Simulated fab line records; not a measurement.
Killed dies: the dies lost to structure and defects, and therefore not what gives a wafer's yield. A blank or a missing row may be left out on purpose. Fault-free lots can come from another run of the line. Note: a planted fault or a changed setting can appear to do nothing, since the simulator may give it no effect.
The tool behind it: which one? :: flow rit cmos :: 7 lots with 21 wafers sampled at 2 steps, on a route of 202 steps

## WHAT EACH GAUGE READ, for each wafer
RIT_SPACER_THK_MEAS_04.
lot: L483
measured: day 3 05:46
on: film metro-04
SPACER_NITRIDE_THK (nm): 250.0 253.5 252.1

lot: L485
measured: day 3 15:25
on: film metro-03
SPACER_NITRIDE_THK (nm): 247.9 247.5 248.5

lot: L487
measured: day 4 02:49
on: film metro-04
SPACER_NITRIDE_THK (nm): 248.6 249.5 253.1

lot: L489
measured: day 4 11:28
on: film metro-04
SPACER_NITRIDE_THK (nm): 244.5 242.9 245.6

lot: L491
measured: day 5 00:07
on: film metro-01
SPACER_NITRIDE_THK (nm): 233.0 232.2 231.3

lot: L494
measured: day 5 20:39
on: film metro-01
SPACER_NITRIDE_THK (nm): 228.1 227.9 226.8

lot: L501
measured: day 7 03:46
on: film metro-03
SPACER_NITRIDE_THK (nm): 249.6 251.7 251.8

## TOOL THAT RAN EACH LOT (tool first, then ch and the chambers of the sampled wafers, then the start)
lot: L483
RIT_SPACER_CVD_03: lpcvd-01 ch 1, day 3 03:51

lot: L485
RIT_SPACER_CVD_03: lpcvd-02 ch 1, day 3 13:29

lot: L487
RIT_SPACER_CVD_03: lpcvd-02 ch 0, day 4 00:53

lot: L489
RIT_SPACER_CVD_03: lpcvd-01 ch 1, day 4 09:33

lot: L491
RIT_SPACER_CVD_03: lpcvd-02 ch 1, day 4 22:12

lot: L494
RIT_SPACER_CVD_03: lpcvd-02 ch 1, day 5 18:44

lot: L501
RIT_SPACER_CVD_03: lpcvd-01 ch 1, day 7 01:49
- RIT_SPACER_CVD_03: deposits Si3N4 from SiH2Cl2/NH3, target thk 250 nm, time 3300 s.

## THE ANSWER, worked out from the rows above alone
Rule: the usual values come from the lots themselves. The widest of any qualifying gaps counts: lots, ordered by their means at a reading, are off when they make up no more than a third of the lots, leave a main group of 4 or more, and stand apart from it by 3 or more times the standard deviation of that group's means. A main group is skipped when, at the precision printed for the reading in the tables above, its means are all equal. Also off: a lot with no number at a reading for which 4 or more lots have one. All remaining lots with rows at the step are treated as sound.
Off: L491, L494, seen at RIT_SPACER_THK_MEAS_04 (SPACER_NITRIDE_THK). The main group: mean 249.1 nm, standard deviation 2.7.
If a tool, at a process step before that reading, ran all the lots that are off and no sound lot after the first of them, it fits. The gauges at RIT_SPACER_THK_MEAS_04 are tried like those tools. This does not decide it: 2 tools fit, namely lpcvd-02 at RIT_SPACER_CVD_03 and film metro-01 at RIT_SPACER_THK_MEAS_04.

## WHAT HAD BEEN PUT IN BY THE SIMULATOR
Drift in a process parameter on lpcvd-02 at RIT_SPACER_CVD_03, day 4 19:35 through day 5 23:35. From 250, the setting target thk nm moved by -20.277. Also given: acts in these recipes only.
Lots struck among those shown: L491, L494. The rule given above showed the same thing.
